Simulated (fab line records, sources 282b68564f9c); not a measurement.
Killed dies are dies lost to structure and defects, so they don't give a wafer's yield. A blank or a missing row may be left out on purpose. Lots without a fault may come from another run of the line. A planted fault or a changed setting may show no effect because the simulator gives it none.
Which tool did it? | flow rit_cmos | 14 lots, 40 wafers sampled, at 2 steps of a route of 202

WHAT THE GAUGES READ, wafer by wafer
RIT_CONTACT_THK_MEAS_01. Usual: CONTACT_TEOS_THK 413 nm, standard deviation 5.4.
lot  | measured    | on            | CONTACT_TEOS_THK (nm)   | flag
L529 | day 3 03:16 | film_metro-04 | 420 413 419             |
L530 | day 3 09:56 | film_metro-01 | 412 415 415             |
L531 | day 3 14:47 | film_metro-02 | 399 411 414             |
L532 | day 3 19:37 | film_metro-02 | 418 420 422             |
L534 | day 4 04:45 | film_metro-04 | 410 414 414             |
L535 | day 4 08:16 | film_metro-04 | 406 406 412             |
L536 | day 4 13:22 | film_metro-02 | 406 410 416             |
L537 | day 4 19:53 | film_metro-02 | 410 406 419             |
L541 | day 5 15:05 | film_metro-04 | 410 409 415             |
L544 | day 6 10:19 | film_metro-02 | 584 415 419 583 416 419 | OFF
L546 | day 6 16:28 | film_metro-04 | 571 570                 | OFF
L548 | day 7 06:09 | film_metro-04 | 406 416 418             |
L550 | day 7 14:31 | film_metro-01 | 412 422 422             |
L551 | day 7 16:20 | film_metro-01 | 409 414 418             |

WHICH TOOL RAN EACH LOT (tool, then ch and the chambers of the sampled wafers, then the start)
lot  | RIT_CONTACT_CVD_00
L529 | pecvd-01 ch 0,1,2, day 3 03:13
L530 | pecvd-02 ch 1,2, day 3 09:52
L531 | pecvd-03 ch 0,1, day 3 14:43
L532 | pecvd-01 ch 0,1,2, day 3 19:34
L534 | pecvd-03 ch 1,2, day 4 04:41
L535 | pecvd-01 ch 0,2, day 4 08:12
L536 | pecvd-02 ch 1,2, day 4 13:18
L537 | pecvd-03 ch 0,1, day 4 19:50
L541 | pecvd-01 ch 0,2, day 5 15:01
L544 | pecvd-01 ch 0,1,2, day 6 10:16
L546 | pecvd-01 ch 2, day 6 16:25
L548 | pecvd-02 ch 0,1,2, day 7 06:05
L550 | pecvd-03 ch 0,2, day 7 14:28
L551 | pecvd-02 ch 0,1, day 7 16:17
- RIT_CONTACT_CVD_00: deposits SiO2 from TEOS, target thk 400 nm, time 62.96 s.

WHAT THE TOOLS THEMSELVES READ (means of the sampled wafers that have a number; where no wafer has one, the mark that the record gives instead)
RIT_CONTACT_CVD_00. Usual: heater_power_w 380 W, standard deviation 61.
lot  | tool     | heater_power_w (W) | flag
L529 | pecvd-01 | 399                |
L530 | pecvd-02 | 325                |
L531 | pecvd-03 | 368                |
L532 | pecvd-01 | 405                |
L534 | pecvd-03 | 376                |
L535 | pecvd-01 | 355                |
L536 | pecvd-02 | 302                |
L537 | pecvd-03 | 372                |
L541 | pecvd-01 | 369                |
L544 | pecvd-01 | 394                |
L546 | pecvd-01 | 373                |
L548 | pecvd-02 | 377                |
L550 | pecvd-03 | 374                |
L551 | pecvd-02 | 396                |

THE ANSWER, worked out from the rows above alone
Rule: a lot is off if the mean of its wafers that have a number lies more than 3 standard deviations from the usual mean. A lot without any number at a reading at which 4 lots or more have one is off too. The other lots that the step has rows for count as sound. The gauges are gone through in route order, then the tools' own readings, and for those a lot's mean is taken as printed above. The first step at which some lot is off is used, and at that step the reading that is off furthest; a lot without a number counts as furthest.
Off: L544, L546, at RIT_CONTACT_THK_MEAS_01 (CONTACT_TEOS_THK).
A tool fits if, at a process step before that reading, it ran every lot that is off, and no sound lot after the first of them. The gauges at RIT_CONTACT_THK_MEAS_01 are tried like those tools. One fits: pecvd-01 at RIT_CONTACT_CVD_00. Its last sound lot is L541 (day 5 15:01), its first lot that is off L544 (day 6 10:16): a fault that began between those two fits.

WHAT THE SIMULATOR HAD PUT IN
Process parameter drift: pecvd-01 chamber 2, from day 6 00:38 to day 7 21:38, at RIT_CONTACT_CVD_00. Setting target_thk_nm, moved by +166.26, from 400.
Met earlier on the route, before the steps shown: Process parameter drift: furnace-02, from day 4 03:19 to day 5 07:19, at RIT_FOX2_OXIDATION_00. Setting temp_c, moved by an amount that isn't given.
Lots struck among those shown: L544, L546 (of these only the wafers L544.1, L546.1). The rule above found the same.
